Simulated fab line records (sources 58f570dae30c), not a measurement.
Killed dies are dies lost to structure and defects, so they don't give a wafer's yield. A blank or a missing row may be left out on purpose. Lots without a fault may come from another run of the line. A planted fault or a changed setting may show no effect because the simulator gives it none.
The same fault as seen by 2 desks    flow berkeley cmos170    every desk sees just its own numbers, and what lay behind them comes last

FOR THE TOOL OWNER'S DESK: lpcvd-02
The tool's own readings at UCB170_NWELL_CVD_04 (deposits Si3N4 from SiH2Cl2/NH3, target thk 224 nm, time 3360 s): means of the sampled wafers that have a number, for each lot that ran on this tool. Marked OUT: a lot whose mean sits more than 4 standard deviations from the usual mean, which makes it out of limits; the brackets give that distance.
Columns: A = sih2cl2 flow sccm at UCB170_NWELL_CVD_04, usual 25.02 sccm; B = susceptor temp C at UCB170_NWELL_CVD_04, usual 799.9 C; C = zone power centre pct at UCB170_NWELL_CVD_04, usual 36.7 %
lot   first seen here  A                B      C
L645  day 2 03:20      25.11            800.0  34.3
L647  day 2 12:38      24.99            799.7  34.4
L649  day 2 23:10      25.09            800.2  34.3
L651  day 3 15:21      30.01 (+73) OUT  799.9  36.8
L652  day 3 15:21      29.97 (+73) OUT  800.3  34.2
L664  day 6 06:28      25.01            799.7  34.5
L665  day 6 06:28      25.03            800.1  34.3
L666  day 6 09:04      25.09            799.9  34.7
L667  day 6 20:06      25.01            799.7  36.5
L668  day 6 20:06      25.05            800.4  36.8
Finding of this desk: L651, L652 out of limits; the first was L651 at day 3 15:21, on sih2cl2 flow sccm at UCB170_NWELL_CVD_04. L645, L647, L649, L664, L665, L666, L667, L668: within limits.

METROLOGY DESK
What the gauges read for every lot (on any tool): the sampled wafers with a number, averaged. Marked OUT: a lot whose mean sits more than 4 standard deviations from the usual mean, which makes it out of limits; the brackets give that distance.
Columns: A = NWELL_NITRIDE_THK at UCB170_NWELL_THK_MEAS_05, usual 225.6 nm
lot   first seen here  A
L645  day 2 06:15      225.2
L646  day 2 09:58      222.8
L647  day 2 15:32      224.2
L648  day 2 21:16      224.6
L649  day 3 02:06      225.3
L652  day 3 17:17      238.5 (+6.8) OUT
L651  day 3 17:18      234.2 (+4.5) OUT
L653  day 4 02:45      226.8
L663  day 6 02:35      223.2
L664  day 6 08:25      228.9
L665  day 6 08:25      226.2
L666  day 6 11:01      230.7
L667  day 6 22:02      226.1
L668  day 6 22:05      223.9
This desk's finding: out of limits on L651, L652; first on L652, day 3 17:17 (NWELL_NITRIDE_THK at UCB170_NWELL_THK_MEAS_05). L645, L646, L647, L648, L649, L653, L663, L664, L665, L666, L667, L668: within limits.

PUT TOGETHER
An alarm could have come from the tool owner's desk at day 3 15:21, on L651, L652.
Metrology desk: alarm possible at day 3 17:17 on L651, L652.
All the named lots went through UCB170_NWELL_CVD_04 on lpcvd-02.

WHAT THE SIMULATOR HAD PUT IN
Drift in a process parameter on lpcvd-02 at UCB170_NWELL_CVD_04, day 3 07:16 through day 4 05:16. The setting sih2cl2 flow sccm was moved by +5, starting from 25. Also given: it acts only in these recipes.
Struck lots among those shown: L651, L652.
Hours from the fault's start to each desk's first reading out of limits: the tool owner's desk, 8; the metrology desk, 10.
